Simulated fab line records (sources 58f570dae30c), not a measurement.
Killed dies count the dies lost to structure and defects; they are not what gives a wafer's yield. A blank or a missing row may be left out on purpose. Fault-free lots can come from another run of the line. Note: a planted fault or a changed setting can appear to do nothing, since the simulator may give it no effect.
Split-lot study | flow berkeley_cmos170 | route with 331 steps; 5 lots, 23 wafers read

== ON THE SPLIT ==
At UCB170_PLDD_IMPLANT_09, the setting dose_cm2 was moved away from the recipe's 5e+13 on 7 of the 23 wafers read, by -5.5% to +7.4%. All remaining wafers had this setting at the recipe value.

== FROM THE SPLIT TO THE READING: what the file shows between them, 13 steps ==
- UCB170_PLDD_STRIP_10: strips in O2
- UCB170_PLDD_TW_MEAS_11
- UCB170_NLDD_IMPLANT_09 (also split here: dose_cm2)
- UCB170_PSD_IMPLANT_08 (also split here: dose_cm2)
- UCB170_PSD_STRIP_09: strips in O2
- UCB170_NSD_COAT_01: resist thk 900 nm (also split here: resist_thk_nm)
- UCB170_NSD_SOFTBAKE_02: time 60 s
- UCB170_NSD_EXPOSE_03: exposes mask NSELECT MOD, target cd 1200 nm
- UCB170_NSD_IMPLANT_08
- UCB170_NSD_STRIP_09: strips in O2
- UCB170_SDANNEAL_RTA_00: time 10 s (also split here: time_s)
- UCB170_SDANNEAL_RTA_01: time 5 s
- UCB170_SDANNEAL_RS_MEAS_02: measures by four-point-probe

== THE READING ==
PLDD_RS (ohm/sq), read at UCB170_SDANNEAL_RS_MEAS_04 with a four-point probe. On this fab line, fault-free wafers typically give 1033 ohm/sq with a standard deviation of 3.6 ohm/sq.

wafer  | tool, chamber at the split | dose_cm2 as run | against the recipe | PLDD_RS, ohm/sq | against lot-mates on the recipe
L074.1 | implanter-01, 0            | 5e+13           | recipe             | 1035            | -
L074.5 | implanter-01, 0            | 5e+13           | recipe             | 1035            | -
L074.6 | implanter-01, 0            | 5e+13           | recipe             | 1031            | -
L075.1 | implanter-01, 0            | 5e+13           | recipe             | 1029            | -
L075.2 | implanter-01, 0            | 4.723e+13       | -5.5%              | 1053            | +22
L075.4 | implanter-01, 0            | 4.723e+13       | -5.5%              | 1053            | +22
L075.5 | implanter-01, 0            | 5e+13           | recipe             | 1031            | -
L075.6 | implanter-01, 0            | 5e+13           | recipe             | 1033            | -
L078.1 | implanter-02, 0            | 5.368e+13       | +7.4%              | 1008            | -29
L078.2 | implanter-02, 0            | 5e+13           | recipe             | 1036            | -
L078.3 | implanter-02, 0            | 5.368e+13       | +7.4%              | 1011            | -26
L078.4 | implanter-02, 0            | 5e+13           | recipe             | 1038            | -
L078.6 | implanter-02, 0            | 5.368e+13       | +7.4%              | 1008            | -29
L080.1 | implanter-02, 0            | 5e+13           | recipe             | 1031            | -
L080.2 | implanter-02, 0            | 5e+13           | recipe             | 1030            | -
L080.3 | implanter-02, 0            | 5e+13           | recipe             | 1033            | -
L080.5 | implanter-02, 0            | 5e+13           | recipe             | 1031            | -
L080.6 | implanter-02, 0            | 5e+13           | recipe             | 1033            | -
L085.1 | implanter-01, 0            | 5e+13           | recipe             | 1033            | -
L085.3 | implanter-01, 0            | 4.743e+13       | -5.1%              | 1049            | +16
L085.4 | implanter-01, 0            | 5e+13           | recipe             | 1032            | -
L085.5 | implanter-01, 0            | 4.743e+13       | -5.1%              | 1054            | +21
L085.6 | implanter-01, 0            | 5e+13           | recipe             | 1033            | -

FIT RESULTS
A straight line over all 23 wafers: PLDD_RS changes by -3.4 ohm/sq for each +1% of dose_cm2; r = -0.98; the points scatter about the line by 2.3 ohm/sq.
The same after taking each lot's own level away (the mean of its wafers on the recipe; 23 wafers): -3.81 ohm/sq for each +1%; r = -0.99; scatter 1.5 ohm/sq.
On that fit, the largest move of dose_cm2 shifts the reading by 28 ohm/sq.
From 1031.0 to 1037.0 ohm/sq: that is the span of the lots' own levels, equal to 1.7 times the standard deviation above.
So the slope is not independent of the lot-to-lot level: the two fits are not the same.
Check: -27.8 ohm/sq against its lot-mates is what the line predicts for one of the wafers moved furthest among these (+7.4%) when that wafer is left out of the fit. Against them it came out at -29 ohm/sq.

== THESE WAFERS: OTHER SPLITS ==
Other splits were also applied to these wafers ahead of the reading. Each is held against what the fit with the lots' levels taken away leaves over:
other split on the same wafers   | wafers away from the commonest value | r with PLDD_RS (lot level and that fit taken away)
UCB170_GATE_EXPOSE_09 dose_mj    | 11                                   | +0.21
UCB170_NLDD_IMPLANT_09 dose_cm2  | 10                                   | -0.01
UCB170_PSD_IMPLANT_08 dose_cm2   | 8                                    | +0.31
UCB170_NSD_COAT_01 resist_thk_nm | 8                                    | +0.05
UCB170_SDANNEAL_RTA_00 time_s    | 7                                    | -0.14

== THE WHOLE CHAIN: every reading that the file lists as answering this split, in the file's order ==
step                       | what it does                 | reading | change (the file's fit)           | r (the file's)
UCB170_PLDD_TW_MEAS_11     |                              | PLDD_TW | +1.86 for each +1% of the setting | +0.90
UCB170_SDANNEAL_RS_MEAS_04 | measures by four-point-probe | PLDD_RS | -3.79 for each +1% of the setting | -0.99

== FILE'S OWN FIT ==
PLDD_RS changes by -3.79 ohm/sq for each +1% of dose_cm2, r = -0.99.
